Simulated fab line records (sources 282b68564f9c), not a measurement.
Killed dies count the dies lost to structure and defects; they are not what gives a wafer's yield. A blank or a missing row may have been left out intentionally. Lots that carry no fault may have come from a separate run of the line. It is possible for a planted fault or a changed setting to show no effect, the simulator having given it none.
A lot that was struck, set against a sound lot + flow ritCmos + 27 out of 202 route steps
Sound: the wafers L307.1, L307.3, L307.5. Struck: wafers L315.1, L315.3, L315.6. The cause comes at the end.
For every step that has rows: the tool of each side, followed by ch and its chambers, followed by its first start. Under that, the readings that differ: sound wafers + struck wafers + difference of the means + sigmas: that difference in standard deviations of wafers without a fault.
alike: readings whose means differ by less than 2 such deviations, and words and numbers that are the same on both sides. not compared: withheld readings, readings that some wafer has no value for, bounds like >300 that may hide the same value, and numbers for which the record gives no deviation and whose values overlap.
A row with sigmas, a row that says differs or no value, or rows on one side alone: a step with any of these is where the two part. Numbers that don't overlap but have no deviation are shown without sigmas and don't part them. Lack of a reading on every wafer of one side parts them only where that side has two or more wafers.

RIT_ACTIVE_BOW_MEAS_00:
  sound on filmMetro-04 at day 3 12:00; struck on filmMetro-03 at day 5 04:00
  alike: INCOMING_BOW
then, 1 step without rows for these wafers: RIT_ACTIVE_OXIDATION_01 (target thk 46.8 nm, ox time 3360 s).
RIT_ACTIVE_THK_MEAS_02:
  sound on filmMetro-03 at day 3 14:47; struck on filmMetro-03 at day 5 06:03
  alike: ACTIVE_OXIDE_THK
RIT_ACTIVE_CVD_03: deposits Si3N4 from SiH2Cl2/NH3, target thk 150 nm, time 1500 s.
  sound on lpcvd-01 ch 1, day 3 14:50; struck on lpcvd-02 ch 0, day 5 06:07
| reading                                 | sound             | struck            | difference | sigmas      |
|-----------------------------------------|-------------------|-------------------|------------|-------------|
| pressureMtorr (mTorr)                   | 299.7 300.5 300.8 | 150.4 149.8 150.3 | -150.2     | -99 or more |
| model.Si3N4_of_ACTIVE_CVD_03.thkNm (nm) | 151.2 151.2 150.4 | 119.8 120.7 120.7 | -30.5      |             |
  alike: spikeTcLoadC
RIT_ACTIVE_THK_MEAS_04:
  sound on filmMetro-03 at day 3 16:16; struck on filmMetro-04 at day 5 07:32
| reading                 | sound             | struck            | difference | sigmas |
|-------------------------|-------------------|-------------------|------------|--------|
| ACTIVE_NITRIDE_THK (nm) | 151.2 151.2 150.4 | 119.7 120.7 120.7 | -30.6      | -24    |
then, 6 steps without rows for these wafers: RIT_ACTIVE_HMDS_05 (prime time 60 s); RIT_ACTIVE_COAT_06 (resist thk 1000 nm); RIT_ACTIVE_SOFTBAKE_07 (time 60 s); RIT_ACTIVE_EXPOSE_08 (exposes mask M1, target cd 1400 nm); RIT_ACTIVE_PEB_09; RIT_ACTIVE_DEVELOP_10 (develop time 50 s).
RIT_ACTIVE_CD_MEAS_11: target cd 1400 nm.
  sound on cdSem-02 at day 3 17:10; struck on cdSem-02 at day 5 08:26
  alike: cdNm
then, 1 step without rows for these wafers: RIT_ACTIVE_HARDBAKE_12 (time 60 s).
RIT_ACTIVE_ETCH_13: etches Si3N4 in SF6, stops on SiO2, time 210 s, target depth 210 nm.
  sound on rieDiel-04 ch 0,1, day 3 17:26; struck on rieDiel-02 ch 1,2,3, day 5 08:43
| reading                          | sound             | struck            | difference | sigmas |
|----------------------------------|-------------------|-------------------|------------|--------|
| oesProductAu (a.u.)              | 0.820 0.819 0.818 | 0.727 0.730 0.747 | -0.084     | -7     |
| model.etch.depthNm (nm)          | 151.2 151.2 150.4 | 119.8 120.7 120.7 | -30.5      |        |
| model.ACTIVE.featureDepthNm (nm) | 152.2 151.5 151.4 | 119.8 122 120.8   | -30.8      |        |
  alike: drypumpMotorCurrentA, rfFwdPowerW, throttleValvePct
  not compared: rfHoursCounterH
RIT_ACTIVE_STRIP_14: strips in O2, time 180 s.
  sound on plasmaAsher-02 ch 0,1, day 3 17:34; struck on plasmaAsher-02 ch 0,1, day 5 08:50
  alike: drypumpMotorCurrentA
  not compared: rfHoursCounterH
RIT_ACTIVE_CD_MEAS_90: target cd 1400 nm.
  sound on cdSem-02 at day 3 17:45; struck on cdSem-01 at day 5 09:01
  alike: cdNm
then, 4 steps without rows for these wafers: RIT_ACTIVE_CLEAN_15 (cleans in SC1, time 600 s); RIT_ACTIVE_CLEAN_16 (cleans in dHF, time 30 s); RIT_ACTIVE_CLEAN_17 (cleans in SC2, time 600 s); RIT_FOX1_OXIDATION_00 (target thk 350.7 nm, ox time 1130 s).
RIT_FOX1_THK_MEAS_01:
  sound on filmMetro-01 at day 3 20:22; struck on filmMetro-01 at day 5 11:54
  alike: FOX1_OXIDE_THK
then, 2 steps without rows for these wafers: RIT_FOX1_WET_ETCH_02 (etches SiO2 in BOE, target depth 350 nm, time 390 s); RIT_FOX2_OXIDATION_00 (target thk 350.7 nm, ox time 1130 s).
RIT_FOX2_THK_MEAS_01:
  sound on filmMetro-04 at day 3 22:46; struck on filmMetro-01 at day 5 13:23
  alike: FOX2_OXIDE_THK
RIT_FOX2_CLEAN_02: cleans in dHF, time 180 s.
  sound on wetBench-02 ch 3, day 3 22:49; struck on wetBench-04 ch 1, day 5 13:27
| reading                                 | sound           | struck            | difference | sigmas |
|-----------------------------------------|-----------------|-------------------|------------|--------|
| model.Si3N4_of_ACTIVE_CVD_03.thkNm (nm) | 132 131.9 131.2 | 100.6 101.6 101.5 | -30.5      |        |
then, 1 step without rows for these wafers: RIT_FOX2_WET_ETCH_03 (etches Si3N4 in H3PO4, target depth 195 nm, time 2700 s).
RIT_M1_PROBE_99:
  sound on prober-01 at day 5 17:52; struck on prober-01 at day 7 07:04
| reading                       | sound          | struck         | difference | sigmas |
|-------------------------------|----------------|----------------|------------|--------|
| model.etest.nldd.widthNm (nm) | 3162 3187 3176 | 3122 3100 3147 | -52        |        |
| model.etest.pldd.widthNm (nm) | 3181 3189 3190 | 3130 3106 3122 | -67        |        |
  alike: killedAtContacts, killedAtFrontEnd, killedDies, killedOpen, killedShort
  not compared: model.etest.nplusSal.widthNm, model.etest.pplusSal.widthNm

== WHERE THEY PART ==
Earliest at RIT_ACTIVE_CVD_03; latest, in this record, at RIT_ACTIVE_ETCH_13. Later steps at which nothing parts them and some readings are alike: RIT_ACTIVE_STRIP_14, RIT_ACTIVE_CD_MEAS_90, RIT_FOX1_THK_MEAS_01, RIT_FOX2_THK_MEAS_01, RIT_M1_PROBE_99.

WHY: whatever the simulator had introduced
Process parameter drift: lpcvd-02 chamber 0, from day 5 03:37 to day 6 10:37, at RIT_ACTIVE_CVD_03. The setting pressureMtorr was moved by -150, starting from 300. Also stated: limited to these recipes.
